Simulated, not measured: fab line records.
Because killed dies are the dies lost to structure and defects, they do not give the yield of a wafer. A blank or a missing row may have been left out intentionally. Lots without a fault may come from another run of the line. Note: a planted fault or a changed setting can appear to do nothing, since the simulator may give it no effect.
fab line records	flow rit-cmos
record lots=7	wafers=21	last-day=7
route steps=202 shown M1@184
lots that met no fault: taken from a fault-free run of the same line
start-h: start of the lot's first displayed wafer, in hours after the record's first day	wait-h: hours since the lot's step before	" unchanged from the row above	L1.1+2: a row that stands for several wafers	- either no value or no given start	* or withheld: withheld	< > ~ a bound
route shown NAME@n: names a module that has steps shown in the file, with the first one's number in the route	usual: mean/standard deviation taken from wafers without a fault	same: alike in all rows	chamber/n: place in a boat	sites: readings site by site	_std_site: standard deviation across them	_edge_site: the outer-site mean with the inner-site mean subtracted	radius-mm: how far each site lies from the wafer's centre	mask NAME#n: copy n	behind: the tool/chamber that last shaped the wafer	hold: why the lot was held/for how many hours/how that ended	device: which transistor (n, p or np) failed to switch	end of line: the tests these same wafers got at the end of their route	for a step that has no rows: nothing shown but its recipe	killed: at the first sort, the dies lost to defects and structure; wafer yield is something else	map: dies across one wafer; x = killed, . = not, _ = none there
set.NAME: the run value of the setting; set.NAME@STEP: its run value at that earlier step	model.NAME: the simulator's own value behind a step, which no gauge read
lots at some steps of the route; a table a step, a row a wafer
services: from which hour (start-h, from the record's first day; less than 0 if before it) a tool's chamber was out of use, for how many hours, and why
## steps
# step RIT_M1_SPUTTER_00
# recipe material=Al	target-thk-nm=400	power-w=2000	chamber-pressure-pa=0.4	gas=Ar	time-s=500	substrate-temp-c=25
# usual throttle-valve-pct=29.9/0.75
lot.wafer	tool	chamber	start-h	wait-h	throttle-valve-pct
L606.2	pvd-sputter-04	-	64.20	0.0	30.0
L606.3	"	-	"	"	30.2
L606.6	"	-	"	"	29.4
L614.1	pvd-sputter-04	-	100.95	0.0	29.7
L614.2	"	-	"	"	29.9
L614.4	"	-	"	"	30.3
L615.3	pvd-sputter-02	-	105.43	0.0	29.9
L615.5	"	-	"	"	30.9
L615.6	"	-	"	"	30.6
L616.3	pvd-sputter-04	-	109.57	0.0	30.4
L616.4	"	-	"	"	30.1
L616.6	"	-	"	"	30.0
L624.3	pvd-sputter-04	-	149.02	0.0	30.2
L624.4	"	-	"	"	29.4
L624.6	"	-	"	"	30.2
L626.1	pvd-sputter-04	-	157.43	0.0	30.1
L626.2	"	-	"	"	29.3
L626.5	"	-	"	"	30.7
L627.2	pvd-sputter-01	-	164.45	0.0	30.3
L627.3	"	-	"	"	30.1
L627.4	"	-	"	"	31.1
# step RIT_M1_RS_MEAS_01
# recipe thk-meas-gauge=four-point-probe	reads=Al_of_M1_SPUTTER_00
# usual M1_AL_RS=0.0734/0.00075
lot.wafer	tool	chamber	start-h	wait-h	M1_AL_RS[ohm/sq]
L606.2	film-metro-01	-	64.52	0.2	0.0729
L606.3	"	-	"	"	0.0730
L606.6	"	-	"	"	0.0737
L614.1	film-metro-01	-	101.24	0.1	0.0737
L614.2	"	-	"	"	0.0731
L614.4	"	-	"	"	0.0729
L615.3	film-metro-02	-	105.76	0.2	0.0728
L615.5	"	-	"	"	0.0731
L615.6	"	-	"	"	0.0729
L616.3	film-metro-01	-	109.91	0.2	0.0720
L616.4	"	-	"	"	0.0720
L616.6	"	-	"	"	0.0722
L624.3	film-metro-02	-	149.36	0.2	0.0734
L624.4	"	-	"	"	0.0746
L624.6	"	-	"	"	0.0730
L626.1	film-metro-01	-	157.73	0.1	0.0733
L626.2	"	-	"	"	0.0746
L626.5	"	-	"	"	0.0740
L627.2	film-metro-01	-	164.82	0.2	0.0745
L627.3	"	-	"	"	0.0742
L627.4	"	-	"	"	0.0745
# step RIT_M1_THK_MEAS_02
# recipe thk-meas-gauge=xrf	reads=Al_of_M1_SPUTTER_00
# usual M1_AL_THK=405/5
lot.wafer	tool	chamber	start-h	wait-h	M1_AL_THK[nm]
L606.2	film-metro-01	-	64.63	0.1	412
L606.3	"	-	"	"	410
L606.6	"	-	"	"	404
L614.1	film-metro-01	-	101.36	0.1	402
L614.2	"	-	"	"	407
L614.4	"	-	"	"	409
L615.3	film-metro-02	-	105.86	0.1	408
L615.5	"	-	"	"	406
L615.6	"	-	"	"	407
L616.3	film-metro-01	-	110.01	0.1	413
L616.4	"	-	"	"	412
L616.6	"	-	"	"	412
L624.3	film-metro-02	-	149.46	0.1	401
L624.4	"	-	"	"	394
L624.6	"	-	"	"	403
L626.1	film-metro-01	-	157.85	0.1	407
L626.2	"	-	"	"	401
L626.5	"	-	"	"	402
L627.2	film-metro-01	-	164.93	0.1	399
L627.3	"	-	"	"	403
L627.4	"	-	"	"	401
# step RIT_M1_HMDS_03
# recipe prime-time-s=60	prime-temp-c=140
# step RIT_M1_COAT_04
# recipe resist=NOVOLAK	spin-rpm=2000	resist-thk-nm=1300
# step RIT_M1_SOFTBAKE_05
# recipe resist=NOVOLAK	temp-c=90	time-s=60
# step RIT_M1_EXPOSE_06
# recipe mask-id=M12	na=0.6	source-shape=conventional	sigma-outer=0.5	target-cd-nm=2600	dose-mj=250
# step RIT_M1_PEB_07
# recipe resist=NOVOLAK	temp-c=withheld	time-s=withheld
# step RIT_M1_DEVELOP_08
# recipe resist=NOVOLAK	develop-time-s=68	dev-temp-c=23
# step RIT_M1_CD_MEAS_09
# recipe target-cd-nm=2600
# usual cd-nm=2600.0/1.9
lot.wafer	tool	chamber	start-h	wait-h	cd-nm
L606.2	cd-sem-02	-	65.58	-	2599.1
L606.3	"	-	"	"	2600.0
L606.6	"	-	"	"	2602.5
L614.1	cd-sem-01	-	102.36	-	2597.8
L614.2	"	-	"	"	2598.2
L614.4	"	-	"	"	2594.7
L615.3	cd-sem-01	-	106.82	-	2600.0
L615.5	"	-	"	"	2600.3
L615.6	"	-	"	"	2600.2
L616.3	cd-sem-01	-	111.09	-	2602.5
L616.4	"	-	"	"	2601.2
L616.6	"	-	"	"	2601.7
L624.3	cd-sem-01	-	150.42	-	2603.5
L624.4	"	-	"	"	2602.1
L624.6	"	-	"	"	2603.4
L626.1	cd-sem-01	-	158.79	-	2596.6
L626.2	"	-	"	"	2597.0
L626.5	"	-	"	"	2598.2
L627.2	cd-sem-01	-	166.44	-	2599.1
L627.3	"	-	"	"	2600.2
L627.4	"	-	"	"	2601.7
# step RIT_M1_OVL_MEAS_10
# usual M1_OVL=-0.1/1.2
lot.wafer	tool	chamber	start-h	wait-h	M1_OVL[nm]
L606.2	overlay-02	-	65.68	0.1	0.5
L606.3	"	-	"	"	1.4
L606.6	"	-	"	"	-0.3
L614.1	overlay-01	-	102.48	0.1	-0.5
L614.2	"	-	"	"	-0.1
L614.4	"	-	"	"	0.1
L615.3	overlay-01	-	106.91	0.1	0.2
L615.5	"	-	"	"	0.6
L615.6	"	-	"	"	-1.3
L616.3	overlay-02	-	111.19	0.1	-1.7
L616.4	"	-	"	"	0.5
L616.6	"	-	"	"	1.5
L624.3	overlay-01	-	150.51	0.1	-1.0
L624.4	"	-	"	"	-2.8
L624.6	"	-	"	"	-1.7
L626.1	overlay-02	-	158.91	0.1	0.5
L626.2	"	-	"	"	-2.6
L626.5	"	-	"	"	-0.8
L627.2	overlay-02	-	166.54	0.1	0.6
L627.3	"	-	"	"	0.7
L627.4	"	-	"	"	0.7
# step RIT_M1_HARDBAKE_11
# recipe resist=NOVOLAK	temp-c=140	time-s=120
# step RIT_M1_METAL_ETCH_12
# recipe stop-on=SiO2	chemistry=Cl2/BCl3	target=Al	time-s=165	over-etch-frac=0.5	pressure-mtorr=100	target-depth-a=6000	rf-w=250	Cl2_flow_sccm=60	bcl3-flow-sccm=50
# usual bcl3-flow-sccm=49.99/0.15	chamber-pressure-mTorr=100.01/0.099	drypump-motor-current-A=5.3/0.47	oes-product-au=0.778/0.014	throttle-valve-pct=8.29/0.035
lot.wafer	tool	chamber	start-h	wait-h	bcl3-flow-sccm	chamber-pressure-mTorr	drypump-motor-current-A	oes-product-au	rf-hours-counter-h	throttle-valve-pct	model.NOVOLAK_of_M1_COAT_04.thk-nm	model.SiO2_of_CONTACT_CVD_00.thk-nm
L606.2	rie-metal-02	0	65.96	0.2	49.93	99.93	5.9	0.788	1	8.23	810.2	363.2
L606.3	"	1	"	"	49.85	100.01	4.9	0.802	-	8.26	805.7	363.9
L606.6	"	1	"	"	49.93	99.85	4.9	0.791	-	8.28	806.5	372.3
L614.1	rie-metal-03	1	102.77	0.2	-	-	-	-	-	-	1136	399.2
L614.2	"	0	"	"	-	-	-	-	-	-	1135	388.3
L614.4	"	0	"	"	-	-	-	-	-	-	1136	400.2
L615.3	rie-metal-02	0	107.24	0.2	-	-	-	-	-	-	1135	396.6
L615.5	"	0	"	"	-	-	-	-	-	-	1136	403.5
L615.6	"	1	"	"	-	-	-	-	-	-	1137	400.7
L616.3	rie-metal-04	0	111.51	0.2	-	-	-	-	-	-	1145	387
L616.4	"	1	"	"	-	-	-	-	-	-	1145	398.6
L616.6	"	0	"	"	-	-	-	-	-	-	1145	393.1
L624.3	rie-metal-03	1	150.84	0.2	49.94	100.23	5.0	0.788	-	8.32	807.8	366.3
L624.4	"	0	"	"	49.87	99.96	4.7	0.751	-	8.26	807	364.9
L624.6	"	0	"	"	49.98	100.10	4.7	0.751	-	8.27	807.1	365.7
L626.1	rie-metal-04	1	159.19	0.2	49.81	100.03	5.4	0.795	0	8.33	804.3	359.8
L626.2	"	0	"	"	49.80	99.95	5.9	0.768	0	8.32	808.3	360.7
L626.5	"	1	"	"	49.96	99.94	5.4	0.780	-	8.35	807.2	367.2
L627.2	rie-metal-03	0	166.86	0.2	50.18	99.97	4.7	0.743	5	8.27	809.2	354.5
L627.3	"	0	"	"	49.98	99.93	4.7	0.751	-	8.28	807.9	359
L627.4	"	1	"	"	50.02	100.12	5.0	0.781	-	8.32	801	362.1
# step RIT_M1_STRIP_13
# recipe chemistry=nmp	resist=NOVOLAK	temp-c=80	time-s=600	dry=n2-spin
# step RIT_M1_STRIP_14
# recipe chemistry=O2	time-s=180	platen-temp-c=withheld	power-w=500	pressure-mtorr=4000	o2-flow-sccm=4000
# usual chamber-pressure-mTorr=4000/4.1	drypump-motor-current-A=5.7/0.31
lot.wafer	tool	chamber	start-h	wait-h	chamber-pressure-mTorr	drypump-motor-current-A	rf-hours-counter-h
L606.2	plasma-asher-03	1	66.30	0.0	3993	5.3	44
L606.3	"	1	"	"	4008	5.3	-
L606.6	"	1	"	"	3996	5.3	-
L614.1	plasma-asher-04	0	103.10	0.0	3996	5.3	41
L614.2	"	1	"	"	4007	5.7	41
L614.4	"	1	"	"	4000	5.7	-
L615.3	plasma-asher-04	0	107.58	0.1	4001	5.3	-
L615.5	"	1	"	"	3998	5.7	-
L615.6	"	0	"	"	4002	5.3	-
L616.3	plasma-asher-03	0	111.86	0.1	3999	5.8	-
L616.4	"	1	"	"	3982	5.3	-
L616.6	"	0	"	"	4001	5.8	-
L624.3	plasma-asher-02	1	151.19	0.1	4003	5.7	-
L624.4	"	0	"	"	4006	6.3	-
L624.6	"	0	"	"	4005	6.3	-
L626.1	plasma-asher-04	0	159.53	0.0	3997	5.3	5
L626.2	"	1	"	"	4000	5.7	5
L626.5	"	0	"	"	3998	5.3	-
L627.2	plasma-asher-03	0	167.28	0.1	3999	5.8	54
L627.3	"	1	"	"	4002	5.3	-
L627.4	"	0	"	"	3996	5.8	-
# step RIT_M1_CD_MEAS_90
# recipe target-cd-nm=2600
# usual cd-nm=2599.9/2.4
lot.wafer	tool	chamber	start-h	wait-h	cd-nm
L606.2	cd-sem-01	-	66.49	0.1	2598.8
L606.3	"	-	"	"	2599.5
L606.6	"	-	"	"	2600.6
L614.1	cd-sem-02	-	103.28	0.1	-
L614.2	"	-	"	"	-
L614.4	"	-	"	"	-
L615.3	cd-sem-01	-	107.74	0.1	-
L615.5	"	-	"	"	-
L615.6	"	-	"	"	-
L616.3	cd-sem-02	-	112.01	0.1	-
L616.4	"	-	"	"	-
L616.6	"	-	"	"	-
L624.3	cd-sem-02	-	151.35	0.1	2603.6
L624.4	"	-	"	"	2605.9
L624.6	"	-	"	"	2605.0
L626.1	cd-sem-02	-	159.71	0.1	2597.5
L626.2	"	-	"	"	2599.4
L626.5	"	-	"	"	2598.7
L627.2	cd-sem-01	-	167.47	0.1	2598.9
L627.3	"	-	"	"	2601.3
L627.4	"	-	"	"	2600.1
# step RIT_M1_ANNEAL_15
# recipe temp-c=450	time-s=1800	ambient=forming_gas_H2N2
# step RIT_M1_PROBE_99
# usual defect-limited-yield=97.4/1.2	killed_at_M0_to_M3=0.0/0.14	killed-at-front-end=7/3.1	killed-dies=7/3.1	killed-on-rim=1.8/1.3	killed-open=3.3/2	killed-short=3.5/1.9	sort_bin_3_pad_short=0.1/0.24	sort_bin_5_function=1.5/0.84	sort_bin_6_memory=0.9/0.62	sort-n-pass=257/3.1	sort-yield-pct=97.4/1.2
# same gross-dies=264	killed_at_M4_up=0	killed-at-back-side=0	killed-at-contacts=0	killed-at-other=0
lot.wafer	tool	chamber	start-h	wait-h	hold	defect-limited-yield[%]	killed_at_M0_to_M3	killed-at-front-end	killed-dies	killed-on-rim	killed-open	killed-short	sort_bin_3_pad_short[%]	sort_bin_5_function[%]	sort_bin_6_memory[%]	sort-n-pass	sort-yield-pct[%]
L606.2	prober-02	-	68.26	0.1	-	96.6	0	9	9	5	5	4	0	1.9	1.5	255	96.6
L606.3	prober-02	-	68.31	0.2	-	96.6	0	9	9	4	4	5	0	1.1	2.3	255	96.6
L606.6	prober-02	-	68.46	0.2	-	97.0	0	8	8	3	2	6	0	2.3	0.8	256	97.0
L614.1	prober-02	-	109.53	3.6	await-dispo/4.2h/scrap	0	255	9	264	70	5	4	0	99.2	0.8	0	0
L614.2	prober-02	-	109.58	3.6	await-dispo/4.2h/scrap	0	254	10	264	70	5	5	0	99.2	0.8	0	0
L614.4	prober-02	-	109.68	3.7	await-dispo/4.2h/scrap	0	259	5	264	70	3	2	0	98.9	1.1	0	0
L615.3	prober-01	-	111.86	2.2	await-dispo/5.1h/scrap	0	257	7	264	70	4	3	0	98.5	1.5	0	0
L615.5	prober-01	-	111.96	2.3	await-dispo/5.1h/scrap	0	255	9	264	70	5	4	0	99.2	0.8	0	0
L615.6	prober-01	-	112.01	2.3	await-dispo/5.1h/scrap	0	258	6	264	70	3	3	0.4	98.5	1.1	0	0
L616.3	prober-02	-	119.78	5.8	await-dispo/8.1h/scrap	0	258	6	264	70	2	4	0	98.9	1.1	0	0
L616.4	prober-02	-	119.83	5.9	await-dispo/8.1h/scrap	0	259	5	264	70	2	3	0	100.0	0	0	0
L616.6	prober-02	-	119.93	5.9	await-dispo/8.1h/scrap	0	261	3	264	70	1	2	0	99.6	0.4	0	0
L624.3	prober-02	-	153.15	0.2	-	96.2	0	10	10	2	5	5	0	1.5	2.3	254	96.2
L624.4	prober-02	-	153.20	0.2	-	98.9	0	3	3	0	2	1	0	0.4	0.8	261	98.9
L624.6	prober-02	-	153.30	0.2	-	99.2	0	2	2	0	1	1	0	0.4	0.4	262	99.2
L626.1	prober-02	-	161.54	0.1	-	97.0	0	8	8	0	2	6	0	1.9	1.1	256	97.0
L626.2	prober-02	-	161.59	0.1	-	98.5	0	4	4	1	1	3	0.4	0.4	0.8	260	98.5
L626.5	prober-02	-	161.74	0.2	-	98.9	1	2	3	1	1	2	0	0.4	0.8	261	98.9
L627.2	prober-01	-	169.24	0.1	-	96.6	0	9	9	2	7	2	0	2.7	0.8	255	96.6
L627.3	prober-01	-	169.29	0.2	-	97.0	0	8	8	2	3	5	0	1.5	1.5	256	97.0
L627.4	prober-01	-	169.34	0.2	-	98.5	0	4	4	1	1	3	0	1.1	0.4	260	98.5
# killed by level:class
L606.2 FOX1:geometric-particle:short=2 GATE:geometric-particle:open=2 SPACER:geometric-particle:open=2 REOX:geometric-particle:open=1 REOX:geometric-particle:short=1 SPACER:geometric-particle:short=1
L606.3 GATE:geometric-particle:short=3 FOX2:geometric-particle:open=2 SPACER:geometric-particle:short=2 REOX:geometric-particle:open=1 SPACER:geometric-particle:open=1
L606.6 SPACER:geometric-particle:short=3 FOX1:geometric-particle:short=2 FOX1:geometric-particle:open=1 GATE:geometric-particle:short=1 SPACER:geometric-particle:open=1
L614.1 M1:area-etch=255 FOX2:geometric-particle:short=2 GATE:geometric-particle:open=2 REOX:geometric-particle:open=2 GATE:geometric-particle:short=1 REOX:geometric-particle:short=1 SILICIDE:geometric-particle:open=1
L614.2 M1:area-etch=254 GATE:geometric-particle:open=3 GATE:geometric-particle:short=2 REOX:geometric-particle:short=2 FOX2:geometric-particle:open=1 FOX2:geometric-particle:short=1 REOX:geometric-particle:open=1
L614.4 M1:area-etch=259 GATE:geometric-particle:short=2 GATE:geometric-particle:open=2 SILICIDE:geometric-particle:open=1
L615.3 M1:area-etch=257 REOX:geometric-particle:open=2 SILICIDE:geometric-particle:short=2 FOX2:geometric-particle:short=1 GATE:geometric-particle:open=1 SILICIDE:geometric-particle:open=1
L615.5 M1:area-etch=255 REOX:geometric-particle:open=2 REOX:geometric-particle:short=2 FOX1:geometric-particle:open=1 GATE:geometric-particle:short=1 GATE:geometric-particle:open=1 SILICIDE:geometric-particle:open=1 SILICIDE:geometric-particle:short=1
L615.6 M1:area-etch=258 SPACER:geometric-particle:open=2 FOX1:geometric-particle:short=1 GATE:geometric-particle:open=1 REOX:geometric-particle:short=1 SILICIDE:geometric-particle:short=1
L616.3 M1:area-etch=258 GATE:geometric-particle:short=3 FOX1:geometric-particle:short=1 FOX2:geometric-particle:open=1 GATE:geometric-particle:open=1
L616.4 M1:area-etch=259 GATE:geometric-particle:short=3 GATE:geometric-particle:open=2
L616.6 M1:area-etch=261 FOX1:geometric-particle:short=1 FOX2:geometric-particle:short=1 GATE:geometric-particle:open=1
L624.3 GATE:geometric-particle:open=5 FOX2:geometric-particle:short=2 GATE:geometric-particle:short=1 REOX:geometric-particle:short=1 SPACER:geometric-particle:short=1
L624.4 FOX2:geometric-particle:short=1 GATE:geometric-particle:open=1 SILICIDE:geometric-particle:open=1
L624.6 GATE:geometric-particle:short=1 SILICIDE:geometric-particle:open=1
L626.1 GATE:geometric-particle:short=2 FOX1:geometric-particle:short=1 GATE:geometric-particle:open=1 REOX:geometric-particle:open=1 REOX:geometric-particle:short=1 SPACER:geometric-particle:short=1 SILICIDE:geometric-particle:short=1
L626.2 GATE:geometric-particle:short=1 REOX:geometric-particle:short=1 SPACER:geometric-particle:short=1 SPACER:geometric-particle:open=1
L626.5 FOX2:geometric-particle:open=1 GATE:geometric-particle:short=1 M1:geometric-particle:short=1
L627.2 FOX1:geometric-particle:open=2 REOX:geometric-particle:open=2 FOX2:geometric-particle:open=1 GATE:geometric-particle:open=1 SPACER:geometric-particle:short=1 SILICIDE:geometric-particle:short=1 SILICIDE:geometric-particle:open=1
L627.3 SILICIDE:geometric-particle:short=2 FOX1:geometric-particle:open=1 FOX2:geometric-particle:short=1 GATE:geometric-particle:short=1 GATE:geometric-particle:open=1 SPACER:geometric-particle:open=1 SPACER:geometric-particle:short=1
L627.4 FOX2:geometric-particle:open=1 GATE:geometric-particle:short=1 REOX:geometric-particle:short=1 SPACER:geometric-particle:short=1
# map L614.1 (x killed, . not)
________xxxxxxx_______
_____xxxxxxxxxxxxx____
____xxxxxxxxxxxxxxx___
___xxxxxxxxxxxxxxxxx__
__xxxxxxxxxxxxxxxxxxx_
__xxxxxxxxxxxxxxxxxxx_
_xxxxxxxxxxxxxxxxxxxxx
_xxxxxxxxxxxxxxxxxxxxx
_xxxxxxxxxxxxxxxxxxxxx
_xxxxxxxxxxxxxxxxxxxxx
__xxxxxxxxxxxxxxxxxxx_
__xxxxxxxxxxxxxxxxxxx_
___xxxxxxxxxxxxxxxxx__
____xxxxxxxxxxxxxxx___
_____xxxxxxxxxxxxx____
________xxxxxxx_______
# map L615.3 (x killed, . not)
________xxxxxxx_______
_____xxxxxxxxxxxxx____
____xxxxxxxxxxxxxxx___
___xxxxxxxxxxxxxxxxx__
__xxxxxxxxxxxxxxxxxxx_
__xxxxxxxxxxxxxxxxxxx_
_xxxxxxxxxxxxxxxxxxxxx
_xxxxxxxxxxxxxxxxxxxxx
_xxxxxxxxxxxxxxxxxxxxx
_xxxxxxxxxxxxxxxxxxxxx
__xxxxxxxxxxxxxxxxxxx_
__xxxxxxxxxxxxxxxxxxx_
___xxxxxxxxxxxxxxxxx__
____xxxxxxxxxxxxxxx___
_____xxxxxxxxxxxxx____
________xxxxxxx_______
## services
tool	chamber	start-h	hours	kind
plasma-asher-04	-	62.61	0.7	repair
rie-metal-03	-	87.51	2.8	pm
plasma-asher-04	-	91.79	1.4	repair
plasma-asher-04	-	99.32	2.8	repair
plasma-asher-04	-	108.75	9.0	pm
plasma-asher-04	0	108.75	9.0	vent-cycle
plasma-asher-04	1	108.75	9.0	vent-cycle
plasma-asher-04	0	117.75	-	clean
plasma-asher-04	1	117.75	-	clean
rie-metal-04	-	136.12	20.0	pm
rie-metal-04	0	136.12	20.0	vent-cycle
rie-metal-04	1	136.12	20.0	vent-cycle
plasma-asher-03	-	141.43	21.0	repair
rie-metal-04	0	156.12	-	clean
rie-metal-04	1	156.12	-	clean
## key
first-sign step=RIT_M1_METAL_ETCH_12	reading=tool-record	direction=missing
effect step=RIT_M1_CD_MEAS_90	reading=cd-nm	direction=missing
effect step=RIT_M1_PROBE_99	reading=killed_at_M0_to_M3	direction=up	sigmas=99+	usual=0.0	struck=257.3
model-effect step=RIT_M1_METAL_ETCH_12	value=NOVOLAK_of_M1_COAT_04.thk-nm	without=809.4	struck=1139
more-kills-born-at RIT_M1_METAL_ETCH_12@rie-metal-04=778	RIT_M1_METAL_ETCH_12@rie-metal-02=770	RIT_M1_METAL_ETCH_12@rie-metal-03=768
met-at RIT_M1_METAL_ETCH_12
struck-wafers L614.1,L614.2,L614.4,L615.3,L615.5,L615.6,L616.3,L616.4,L616.6
later-rows-left-out L614.1,L614.2,L614.4,L615.3,L615.5,L615.6,L616.3,L616.4,L616.6
onset-between 65.96 102.77
fault kind=skipped-step-whole	tool=rie-metal-02,rie-metal-03,rie-metal-04	chamber=-	onset-h=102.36	steps=RIT_M1_METAL_ETCH_12	scope=struck-lots-only
# later-rows-left-out: the simulator's readings of these wafers behind a module that went badly wrong aren't trusted and aren't shown, but for the sort
